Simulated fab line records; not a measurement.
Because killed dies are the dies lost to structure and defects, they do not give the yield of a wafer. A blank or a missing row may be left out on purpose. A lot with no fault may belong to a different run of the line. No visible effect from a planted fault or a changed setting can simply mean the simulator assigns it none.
Shared-tool check -- flow berkeley_cmos170 -- 15 lots and 45 wafers in the sample

## WHY IT WAS OPENED
At UCB170_V2_CD_MEAS_12 the reading cd_nm is flagged on 3 of 15 lots. Fault-free wafers read 700.1 nm, with a standard deviation of 1.4.
Rule: a lot gets a flag if all its wafers with a number sit over 4 standard deviations from that mean, or if no wafer of it has a number. All remaining lots are regarded as sound.

lot,measured,on,"cd_nm (nm), wafer by wafer",flag
L663,day 7 09:11,cd_sem-02,701.6 701.8 702.7,
L664,day 7 09:14,cd_sem-01,699.7 701.2 701.6,
L662,day 7 09:44,cd_sem-01,701.6 701.8 700.0,
L665,day 8 05:39,cd_sem-02,651.7 651.3 650.7,FLAGGED
L666,day 8 05:54,cd_sem-02,650.5 649.8 649.9,FLAGGED
L668,day 8 09:50,cd_sem-02,699.9 698.7 700.0,
L667,day 8 10:03,cd_sem-01,661.4 660.1 659.6,FLAGGED
L678,day 10 12:44,cd_sem-01,701.3 700.4 699.8,
L679,day 10 13:55,cd_sem-01,701.4 702.3 701.0,
L681,day 11 06:32,cd_sem-01,701.1 699.9 700.4,
L680,day 11 12:14,cd_sem-02,698.7 699.4 698.7,
L682,day 11 12:19,cd_sem-01,700.8 700.6 700.0,
L684,day 12 07:58,cd_sem-01,700.4 700.3 699.8,
L683,day 12 08:55,cd_sem-02,701.4 701.4 701.7,
L685,day 12 09:05,cd_sem-02,700.9 702.1 702.4,
The mean of the flagged lots' numbers is 653.9 nm, -46.2 nm from the usual (-33 standard deviations).

## EACH LOT AND THE TOOL IT RAN ON
The record holds 1 process step before the reading, out of a route of 331 steps. Every cell lists first the tool, next ch and the chambers used by the sampled wafers, and last the start.
lot,flag,UCB170_V2_PEB_10
L663,,"litho_track-03 ch 0, day 7 08:54"
L664,,"litho_track-01 ch 0, day 7 08:57"
L662,,"litho_track-01 ch 0, day 7 09:26"
L665,FLAGGED,"litho_track-01 ch 0, day 8 05:23"
L666,FLAGGED,"litho_track-01 ch 0, day 8 05:38"
L668,,"litho_track-02 ch 0, day 8 09:34"
L667,FLAGGED,"litho_track-01 ch 0, day 8 09:46"
L678,,"litho_track-02 ch 0, day 10 12:28"
L679,,"litho_track-02 ch 0, day 10 13:36"
L681,,"litho_track-03 ch 0, day 11 06:13"
L680,,"litho_track-03 ch 0, day 11 11:59"
L682,,"litho_track-02 ch 0, day 11 12:03"
L684,,"litho_track-02 ch 0, day 12 07:42"
L683,,"litho_track-01 ch 0, day 12 08:38"
L685,,"litho_track-02 ch 0, day 12 08:48"
What the steps here do:
- UCB170_V2_PEB_10
- UCB170_V2_CD_MEAS_12: target cd 700 nm.

## FLAGGED OVER TOTAL, TOOL BY TOOL (the gauges that took the reading come last)
step,tool,lots run,flagged,share of the flagged lots,sound lots run after its first flagged lot
UCB170_V2_PEB_10,litho_track-01,6,3,all,1 (L683)
UCB170_V2_PEB_10,litho_track-02,6,0,none,-
UCB170_V2_PEB_10,litho_track-03,3,0,none,-
UCB170_V2_CD_MEAS_12,cd_sem-01,8,1,some,"5 (L678,L679,L681,L682,L684)"
UCB170_V2_CD_MEAS_12,cd_sem-02,7,2,some,"4 (L668,L680,L683,L685)"

## WHAT IS ALLOWED BY THE TABLE
All flagged lots share 1 row of the table, namely litho_track-01 at UCB170_V2_PEB_10.
- litho_track-01 at UCB170_V2_PEB_10: 3 of its 6 lots flagged. Lots that were sound ran on it after the first flagged one (L683); a persistent fault on the entire tool would not allow that. Its own readings lie more than 4 standard deviations out on every wafer of the flagged lots: heater_power_total_W.
Not one row of the table ran every flagged lot while running no sound lot after the first.

## WHAT WAS PUT IN BY THE SIMULATOR
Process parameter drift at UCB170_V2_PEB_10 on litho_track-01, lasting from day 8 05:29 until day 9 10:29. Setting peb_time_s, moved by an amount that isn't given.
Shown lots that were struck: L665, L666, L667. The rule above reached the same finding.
